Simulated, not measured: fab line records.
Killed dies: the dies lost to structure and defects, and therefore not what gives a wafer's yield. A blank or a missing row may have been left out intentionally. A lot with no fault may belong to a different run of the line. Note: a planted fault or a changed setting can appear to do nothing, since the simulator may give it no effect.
2 desks, one fault | flow rit-cmos | each desk holds nothing but its own numbers, with what lay behind them at the end

TOOL OWNER'S DESK, iline-stepper-02
The tool's own readings at RIT_PSD_EXPOSE_03 (exposes mask M10, target cd 40900 nm): means of the sampled wafers that have a number, for each lot that ran on this tool. If a lot's mean is further than 4 standard deviations from the usual mean, the lot is out of limits and carries the mark OUT (the distance appears in the brackets).
Columns: A = reticle-temp-C at RIT_PSD_EXPOSE_03, usual 23.01 C; B = stage-vel-mm-s at RIT_PSD_EXPOSE_03, usual 500.03 mm/s
lot  | first seen here | A     | B
L604 | day 3 08:26     | 23.06 | 500.08
L607 | day 3 18:46     | 23.06 | 500.05
L610 | day 4 11:05     | 23.01 | 499.82
L611 | day 4 21:47     | 22.93 | 499.69
L612 | day 5 00:02     | 23.08 | 500.41
Finding of this desk: none of the 5 lots has anything out of limits.

AT THE METROLOGY DESK
Means of the sampled wafers that have a number, per lot and without regard to the tool the lot ran on: this is what the gauges read. If a lot's mean is further than 4 standard deviations from the usual mean, the lot is out of limits and carries the mark OUT (the distance appears in the brackets).
Columns: A = PSD_OVL at RIT_PSD_OVL_MEAS_06, usual -0.4 nm
lot  | first seen here | A
L604 | day 3 08:50     | 1.4
L605 | day 3 14:00     | 0.9
L606 | day 3 16:37     | -0.4
L607 | day 3 19:10     | 0.1
L608 | day 4 07:39     | -0.7
L610 | day 4 11:29     | -2.5
L611 | day 4 22:16     | -150.9 (-99 or more) OUT
L612 | day 5 00:26     | -149.5 (-99 or more) OUT
L617 | day 5 22:04     | -0.9
L618 | day 6 10:57     | 0.5
L621 | day 7 07:06     | -1.6
L623 | day 7 19:35     | -0.6
L626 | day 8 02:36     | -1.9
This desk's finding: out of limits on L611, L612; first on L611, day 4 22:16 (PSD_OVL at RIT_PSD_OVL_MEAS_06). L604, L605, L606, L607, L608, L610, L617, L618, L621, L623, L626: within limits.

TAKEN TOGETHER
An alarm was possible from the metrology desk at day 4 22:16, on L611, L612.
Nothing out of limits was seen by the tool owner's desk.
On record at the tool owner's desk: L611, L612, within its limits.
Every lot named ran RIT_PSD_EXPOSE_03 on iline-stepper-02.

WHAT THE SIMULATOR HAD INSERTED
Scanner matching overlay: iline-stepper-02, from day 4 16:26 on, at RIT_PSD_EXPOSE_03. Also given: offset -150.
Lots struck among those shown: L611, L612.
Hours from the fault's start to each desk's first reading out of limits: the metrology desk, 6.
